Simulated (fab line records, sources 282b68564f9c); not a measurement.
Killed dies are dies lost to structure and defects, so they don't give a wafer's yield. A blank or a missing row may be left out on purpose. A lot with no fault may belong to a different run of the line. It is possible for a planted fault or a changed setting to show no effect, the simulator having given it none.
The tool behind it: which one? :: flow rit_cmos :: 14 lots with 41 wafers sampled at 3 steps, on a route of 202 steps

== WHAT THE GAUGES READ, wafer by wafer ==
RIT_SILICIDE_RS_MEAS_02: measurement is done with a four-point probe. Usual: SILICIDE_TI_RS 48.2 ohm/sq, standard deviation 0.64.
lot: L744
measured: day 3 07:22
on: film_metro-02
SILICIDE_TI_RS (ohm/sq): 47.6 48.2 47.9
flag: 

lot: L745
measured: day 3 14:41
on: film_metro-03
SILICIDE_TI_RS (ohm/sq): 48.9 48.1 47.8
flag: 

lot: L746
measured: day 3 19:09
on: film_metro-04
SILICIDE_TI_RS (ohm/sq): 47.2 47.5 47.7
flag: 

lot: L748
measured: day 4 07:20
on: film_metro-04
SILICIDE_TI_RS (ohm/sq): 47.8 47.2 48.2
flag: 

lot: L749
measured: day 4 09:34
on: film_metro-03
SILICIDE_TI_RS (ohm/sq): 48.4 48.0 47.7
flag: 

lot: L751
measured: day 4 18:58
on: film_metro-04
SILICIDE_TI_RS (ohm/sq): 48.9 49.5 48.9
flag: 

lot: L752
measured: day 4 22:55
on: film_metro-03
SILICIDE_TI_RS (ohm/sq): 48.2 47.9 49.1
flag: 

lot: L754
measured: day 5 06:58
on: film_metro-04
SILICIDE_TI_RS (ohm/sq): 48.1 48.5 48.4
flag: 

lot: L759
measured: day 6 08:53
on: film_metro-02
SILICIDE_TI_RS (ohm/sq): 47.7 47.3 48.6
flag: 

lot: L760
measured: day 6 11:07
on: film_metro-04
SILICIDE_TI_RS (ohm/sq): 49.1 49.2 48.4
flag: 

lot: L762
measured: day 7 00:43
on: film_metro-04
SILICIDE_TI_RS (ohm/sq): 48.2 47.5 48.2
flag: 

lot: L764
measured: day 7 11:39
on: film_metro-04
SILICIDE_TI_RS (ohm/sq): 48.0 47.8 40.8 48.5 48.2 41.2
flag: OFF

lot: L766
measured: day 7 17:35
on: film_metro-03
SILICIDE_TI_RS (ohm/sq): 40.7 40.6 40.9 40.9
flag: OFF

lot: L767
measured: day 8 04:19
on: film_metro-04
SILICIDE_TI_RS (ohm/sq): 48.2 48.6 48.0
flag: 

RIT_SILICIDE_THK_MEAS_03: measures by xrf. Usual: SILICIDE_TI_THK 29.7 nm, standard deviation 0.32.
lot: L744
measured: day 3 07:28
on: film_metro-02
SILICIDE_TI_THK (nm): 30.0 29.9 29.9
flag: 

lot: L745
measured: day 3 14:49
on: film_metro-03
SILICIDE_TI_THK (nm): 29.3 29.8 29.8
flag: 

lot: L746
measured: day 3 19:16
on: film_metro-04
SILICIDE_TI_THK (nm): 30.2 30.2 30.0
flag: 

lot: L748
measured: day 4 07:28
on: film_metro-04
SILICIDE_TI_THK (nm): 29.7 30.1 29.7
flag: 

lot: L749
measured: day 4 09:41
on: film_metro-03
SILICIDE_TI_THK (nm): 29.7 29.8 30.1
flag: 

lot: L751
measured: day 4 19:04
on: film_metro-04
SILICIDE_TI_THK (nm): 29.3 29.1 29.4
flag: 

lot: L752
measured: day 4 23:02
on: film_metro-03
SILICIDE_TI_THK (nm): 29.7 30.0 29.4
flag: 

lot: L754
measured: day 5 07:04
on: film_metro-04
SILICIDE_TI_THK (nm): 29.7 29.6 29.6
flag: 

lot: L759
measured: day 6 09:01
on: film_metro-02
SILICIDE_TI_THK (nm): 30.0 30.3 29.5
flag: 

lot: L760
measured: day 6 11:14
on: film_metro-04
SILICIDE_TI_THK (nm): 29.2 29.1 29.6
flag: 

lot: L762
measured: day 7 00:50
on: film_metro-04
SILICIDE_TI_THK (nm): 29.8 30.1 29.7
flag: 

lot: L764
measured: day 7 19:31
on: film_metro-04
SILICIDE_TI_THK (nm): 29.9 30.0 34.0 29.8 29.8 34.1
flag: OFF

lot: L766
measured: day 7 19:10
on: film_metro-03
SILICIDE_TI_THK (nm): 34.0 34.0 33.8 34.1
flag: OFF

lot: L767
measured: day 8 04:26
on: film_metro-04
SILICIDE_TI_THK (nm): 29.6 29.4 29.8
flag: 

== WHICH TOOL RAN EACH LOT (tool, then ch and the chambers of the sampled wafers, then the start) ==
lot: L744
RIT_SILICIDE_SPUTTER_01: pvd_sputter-02, day 3 07:11

lot: L745
RIT_SILICIDE_SPUTTER_01: pvd_sputter-04, day 3 14:32

lot: L746
RIT_SILICIDE_SPUTTER_01: pvd_sputter-02, day 3 19:00

lot: L748
RIT_SILICIDE_SPUTTER_01: pvd_sputter-02, day 4 07:11

lot: L749
RIT_SILICIDE_SPUTTER_01: pvd_sputter-04, day 4 09:25

lot: L751
RIT_SILICIDE_SPUTTER_01: pvd_sputter-04, day 4 18:47

lot: L752
RIT_SILICIDE_SPUTTER_01: pvd_sputter-02, day 4 22:46

lot: L754
RIT_SILICIDE_SPUTTER_01: pvd_sputter-01, day 5 06:47

lot: L759
RIT_SILICIDE_SPUTTER_01: pvd_sputter-04, day 6 08:44

lot: L760
RIT_SILICIDE_SPUTTER_01: pvd_sputter-01, day 6 10:57

lot: L762
RIT_SILICIDE_SPUTTER_01: pvd_sputter-02, day 7 00:34

lot: L764
RIT_SILICIDE_SPUTTER_01: pvd_sputter-02, day 7 11:29

lot: L766
RIT_SILICIDE_SPUTTER_01: pvd_sputter-02, day 7 17:23

lot: L767
RIT_SILICIDE_SPUTTER_01: pvd_sputter-04, day 8 04:10
- RIT_SILICIDE_SPUTTER_01: material Ti, target thk 30 nm, time 240 s.

== AS READ BY THE TOOLS THEMSELVES (means over the sampled wafers that have a number; for cases with no such wafer, the mark the record gives instead) ==
RIT_SILICIDE_SPUTTER_01. Usual: cathode_dc_power_W 350.01 W, standard deviation 0.069; throttle_valve_pct 30.4 %, standard deviation 0.88.
lot: L744
tool: pvd_sputter-02
cathode_dc_power_W (W): 350.01
throttle_valve_pct (%): 30.4
flag: 

lot: L745
tool: pvd_sputter-04
cathode_dc_power_W (W): 350.02
throttle_valve_pct (%): 30.7
flag: 

lot: L746
tool: pvd_sputter-02
cathode_dc_power_W (W): 349.98
throttle_valve_pct (%): 29.7
flag: 

lot: L748
tool: pvd_sputter-02
cathode_dc_power_W (W): 349.98
throttle_valve_pct (%): 29.4
flag: 

lot: L749
tool: pvd_sputter-04
cathode_dc_power_W (W): 350.01
throttle_valve_pct (%): 30.8
flag: 

lot: L751
tool: pvd_sputter-04
cathode_dc_power_W (W): 349.99
throttle_valve_pct (%): 30.6
flag: 

lot: L752
tool: pvd_sputter-02
cathode_dc_power_W (W): 350.04
throttle_valve_pct (%): 30.1
flag: 

lot: L754
tool: pvd_sputter-01
cathode_dc_power_W (W): 350.04
throttle_valve_pct (%): 30.2
flag: 

lot: L759
tool: pvd_sputter-04
cathode_dc_power_W (W): 350.00
throttle_valve_pct (%): 30.8
flag: 

lot: L760
tool: pvd_sputter-01
cathode_dc_power_W (W): 349.97
throttle_valve_pct (%): 29.9
flag: 

lot: L762
tool: pvd_sputter-02
cathode_dc_power_W (W): 350.01
throttle_valve_pct (%): 30.1
flag: 

lot: L764
tool: pvd_sputter-02
cathode_dc_power_W (W): 365.72
throttle_valve_pct (%): 29.4
flag: OFF

lot: L766
tool: pvd_sputter-02
cathode_dc_power_W (W): 397.37
throttle_valve_pct (%): 28.8
flag: OFF

lot: L767
tool: pvd_sputter-04
cathode_dc_power_W (W): 350.04
throttle_valve_pct (%): 31.1
flag: 

== THE ANSWER, worked out from the rows above alone ==
Rule: a lot is off if the mean of its wafers that have a number lies more than 3 standard deviations from the usual mean. Also off: a lot with no number at a reading for which 4 or more lots have one. Any other lot the step has rows for is counted as sound. After the gauges, taken in route order, come the tools' own readings; for these a lot's mean is taken, as printed above. At the first step where some lot is off, the reading lying furthest off is the one used; lots without a number count as furthest.
Off: at RIT_SILICIDE_RS_MEAS_02 (SILICIDE_TI_RS), L764, L766.
A tool fits if, at a process step before that reading, it ran every lot that is off, and no sound lot after the first of them. The gauges at RIT_SILICIDE_RS_MEAS_02 aren't tried: what is off there is off at RIT_SILICIDE_SPUTTER_01 too, on other tools, and a gauge's error can't cause that. One fits: pvd_sputter-02 at RIT_SILICIDE_SPUTTER_01. A fault onset in the window from L762 (day 7 00:34, its last sound lot) to L764 (day 7 11:29, its first lot off) fits.
The tool's own readings at RIT_SILICIDE_SPUTTER_01 bear it out: on the lots that are off they differ by more than 5 times the standard deviation of the sound lots' means. cathode_dc_power_W reads 381.55 W there against 350.01 W on the sound lots.

== WHAT HAD BEEN PUT IN BY THE SIMULATOR ==
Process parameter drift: pvd_sputter-02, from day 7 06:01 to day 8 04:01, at RIT_SILICIDE_SPUTTER_01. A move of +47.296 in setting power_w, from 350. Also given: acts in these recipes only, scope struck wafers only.
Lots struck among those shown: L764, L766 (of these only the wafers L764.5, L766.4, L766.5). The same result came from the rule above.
